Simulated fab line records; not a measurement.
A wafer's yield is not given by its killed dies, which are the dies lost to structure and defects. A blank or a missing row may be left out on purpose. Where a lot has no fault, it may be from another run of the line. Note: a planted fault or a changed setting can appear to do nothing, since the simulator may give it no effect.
Problem report, 8D (eight disciplines) form, completed by code    flow berkeley_cmos170    the parts of the form that need people (team, actions taken, sign-off) are left out

## 1. THE ISSUE
Mean PLDD_TW at UCB170_PLDD_TW_MEAS_11: 1077 over 6 wafers in 2 lots; fault-free wafers: 1008, standard deviation 11. That is +6.3 standard deviations from the usual mean.
Seen first at day 9 01:54 on film_metro-01, wafer L313.1. The record has a number at this step for 42 wafers belonging to 14 lots. Rule for "out", or "out of limits": more than 4 standard deviations from the usual mean. All remaining wafers that have a number are taken as sound.

## 2. WHAT IT IS, AND WHAT IT ISN'T
question                     is                      is not
which readings at this step  PLDD_TW                 -
which lots                   L313, L316              L304, L305, L306, L307, L314, L315, L317, L319, L323, L325, L326, L327
which wafers of those lots   all that have a number  -
read on which gauges         film_metro-01           film_metro-02, film_metro-03
when                         from day 9 01:54        up to then (12 sound wafers); but 24 sound wafers of L314, L315, L317, L319, L323, L325, L326, L327 came after

## 3. WHAT RULES OUT EACH SUSPECT
Counting: a tool stays on the suspect list if, at a process step up to the reading, it processed all lots that are out and no sound lot following the first of them.
- the gauge at UCB170_PLDD_TW_MEAS_11 is ruled out. All the wafers that are out were read on film_metro-01, but those of them that UCB170_PLDD_IMPLANT_09 has rows for are out there too, on other tools.
- plasma_asher-03 at UCB170_PFIELD_STRIP_08 (strips in O2): ruled out as a lasting fault. Following L313 (day 6 18:02), the first lot on it that is out, the sound lots L314, L319, L327 were run on it.
- rie_si-02 at UCB170_GATE_ETCH_15 (etches poly-Si in HBr/Cl2, stops on SiO2, time 56.3 s, target depth 278.2 nm): ruled out as a lasting fault. Following L313 (day 8 23:44), the first lot on it that is out, the sound lots L317, L323, L325, L327 were run on it.
- implanter-04 at UCB170_PLDD_IMPLANT_09: ruled out as a lasting fault. Following L313 (day 9 01:38), the first lot on it that is out, the sound lots L325 were run on it.
Left after counting: nothing in the record.

## 4. THE CAUSE (what the simulator had put in)
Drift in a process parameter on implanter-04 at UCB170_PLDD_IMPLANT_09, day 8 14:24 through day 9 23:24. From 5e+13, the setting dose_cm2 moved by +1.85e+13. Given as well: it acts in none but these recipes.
Counting ruled it out, wrongly: the rule takes a fault to strike every lot that its tool runs from its start on, and this one did not.

## 5. THE CHAIN OF EFFECTS, in route order
Each row: a reading where the mean over the struck wafers with a number is more than 3 standard deviations away from the usual. Scope: only readings with a usual standard deviation given in the record; hours: median across lots of the time from each lot's start at the first step in this table that gives one to its start at this step; sigmas: change in usual standard deviations.
hours  step                        reading             usual          on struck wafers  change      sigmas
0      UCB170_PLDD_IMPLANT_09      beam_on_s           9.99 s         11.82             +1.83       +9.6
0      UCB170_PLDD_IMPLANT_09      dose_ions_cm2       4.999e+13      6.851e+13         +1.852e+13  +99 or more
0      UCB170_PLDD_IMPLANT_09      faraday_current_uA  159            184               +25         +8.2
0      UCB170_PLDD_TW_MEAS_11      PLDD_TW             1008           1077              +69         +6.3
16     UCB170_SDANNEAL_RS_MEAS_04  PLDD_RS             1033.2 ohm/sq  902.0             -131.2      -52
Its process steps:
- UCB170_PLDD_IMPLANT_09

## 6. HOW IT WOULD HAVE BEEN CAUGHT EARLIER
Counted from the fault's start at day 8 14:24, it took 12 hours until the first out-of-limits reading at a measuring or inspecting step in this record, taken at day 9 01:54.
Tool's own readings at UCB170_PLDD_IMPLANT_09, beam_on_s, dose_ions_cm2, faraday_current_uA: out on all struck wafers the step has rows for; an alarm limit on them would have tripped on the first.
